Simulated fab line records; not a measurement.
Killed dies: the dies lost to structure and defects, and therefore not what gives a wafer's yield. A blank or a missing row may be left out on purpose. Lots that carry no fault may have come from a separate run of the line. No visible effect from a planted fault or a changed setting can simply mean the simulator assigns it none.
The tool behind it: which one? -- flow berkeley_cmos170 -- 7 lots with 21 wafers sampled at 2 steps, on a route of 331 steps

## WHAT THE GAUGES READ, wafer by wafer
UCB170_V1_CD_MEAS_12: the cd target is 700 nm.
lot,measured,on,cd_nm (nm)
L984,day 8 11:10,cd_sem-02,699.5 700.2 699.9
L987,day 9 09:04,cd_sem-01,697.6 697.1 698.4
L989,day 9 09:25,cd_sem-01,699.2 700.0 698.8
L995,day 11 06:19,cd_sem-02,699.2 698.0 697.8
L102,day 12 15:05,cd_sem-02,699.6 701.5 699.1
L105,day 12 22:04,cd_sem-02,701.4 700.1 700.4
L106,day 13 05:52,cd_sem-01,697.8 698.3 698.5

## TOOL THAT RAN EACH LOT (tool first, then ch and the chambers of the sampled wafers, then the start)
lot,UCB170_M1_METAL_ETCH_12
L984,"rie_metal-02 ch 0,1, day 8 06:47"
L987,"rie_metal-04 ch 0,1, day 9 03:50"
L989,"rie_metal-04 ch 0,1, day 9 04:59"
L995,"rie_metal-04 ch 0,1, day 10 23:15"
L102,"rie_metal-02 ch 0,1, day 12 10:16"
L105,"rie_metal-02 ch 0,1, day 12 17:39"
L106,"rie_metal-02 ch 0,1, day 13 00:26"
- UCB170_M1_METAL_ETCH_12: etches Al in Cl2/BCl3, stops on PSG, target depth 780 nm, time 130 s.

## THE ANSWER, worked out from the rows above alone
Rule: the usual values come from the lots themselves. Put in order of their means at a reading, lots are off if they are a third of the lots or fewer, leave a main group of 4 or more, and stand apart from it by a gap of 3 or more times the standard deviation of the main group's means; of several such gaps the widest counts. A main group is skipped when, at the precision printed for the reading in the tables above, its means are all equal. Also off: a lot with no number at a reading for which 4 or more lots have one. All remaining lots with rows at the step are treated as sound.
Across all readings shown, no lot is off: no conclusion can be drawn from this.

## WHAT HAD BEEN PUT IN BY THE SIMULATOR
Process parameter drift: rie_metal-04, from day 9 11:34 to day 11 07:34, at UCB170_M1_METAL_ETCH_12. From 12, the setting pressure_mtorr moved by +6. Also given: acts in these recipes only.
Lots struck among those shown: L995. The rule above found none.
